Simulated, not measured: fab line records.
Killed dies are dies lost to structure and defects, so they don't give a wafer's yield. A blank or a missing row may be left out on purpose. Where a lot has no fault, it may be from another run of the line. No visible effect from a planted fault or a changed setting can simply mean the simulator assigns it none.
Problem report, 8D (eight disciplines) form, completed by code + flow ritCmos + the parts of the form that need people (team, actions taken, sign-off) are left out

== 1. PROBLEM STATEMENT ==
At RIT_SILICIDE_RTA_04, wafer_temp_C_max averages 646.0 over 6 wafers from 2 lots, while fault-free wafers read 652.5, standard deviation 0.87. That puts it -7.5 standard deviations away from the usual mean.
The step: time 10 s, ramp up 5 s, ramp down 5 s.
Earliest sighting: wafer L290.2 on rtpAnneal-01 at day 4 21:10. The record has a number at this step for 18 wafers belonging to 6 lots. Rule for "out" (also "out of limits"): further than 4 standard deviations from the usual mean. All remaining wafers that have a number are taken as sound.

== 2. WHAT IT IS AND WHAT IT IS NOT ==
| question                    | is                     | is not                                                                         |
|-----------------------------|------------------------|--------------------------------------------------------------------------------|
| which readings at this step | wafer_temp_C_max       | chamberO2Ppm                                                                   |
| which lots                  | L290, L292             | L282, L301, L304, L305                                                         |
| which wafers of those lots  | all that have a number | -                                                                              |
| read on which tools         | rtpAnneal-01           | rtpAnneal-02                                                                   |
| when                        | from day 4 21:10       | up to then (3 sound wafers); but 9 sound wafers of L301, L304, L305 came after |

== 3. THE SUSPECTS, EACH WITH WHAT RULES IT OUT ==
Counting: a tool at a process step up to the reading stays a suspect if it ran every lot that is out and no sound lot after the first of them.
- rtpAnneal-02 at RIT_SDANNEAL_RTA_03 (time 5 s): ruled out as a lasting fault. Sound lots L304 ran on it after its first lot that is out, L290 (day 4 20:16).
- pvdSputter-04 at RIT_SILICIDE_SPUTTER_01 (material Ti, target thk 30 nm, time 229.8 s): ruled out as a lasting fault. Sound lots L304 ran on it after its first lot that is out, L290 (day 4 20:49).
- rtpAnneal-01 at RIT_SILICIDE_RTA_04 (time 10 s, ramp up 5 s, ramp down 5 s): ruled out as a lasting fault. Sound lots L304 ran on it after its first lot that is out, L290 (day 4 21:10).
Left after counting: nothing in the record.

== 4. THE CAUSE (what the simulator had put in) ==
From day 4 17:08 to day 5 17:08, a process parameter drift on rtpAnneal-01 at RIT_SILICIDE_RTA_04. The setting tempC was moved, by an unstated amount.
Counting ruled it out, wrongly.

== 5. SEQUENCE OF EFFECTS, ordered by route ==
Each row: a reading whose mean over the struck wafers that have a number lies more than 3 standard deviations from the usual. Only readings whose record carries a usual standard deviation are examined. hours: median over the lots of the time between each lot's start at the first step of this table that gives one and its start at this step. sigmas: the change, counted in usual standard deviations.
| hours | step                | reading          | usual | on struck wafers | change | sigmas |
|-------|---------------------|------------------|-------|------------------|--------|--------|
| 0     | RIT_SILICIDE_RTA_04 | wafer_temp_C_max | 652.5 | 646.0            | -6.5   | -7.5   |
The process steps in it:
- RIT_SILICIDE_RTA_04: time 10 s, ramp up 5 s, ramp down 5 s.

== 6. HOW IT WOULD HAVE BEEN CAUGHT EARLIER ==
In this record the first reading out of limits was taken at day 4 21:10, 4 hours after the fault began at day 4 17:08.
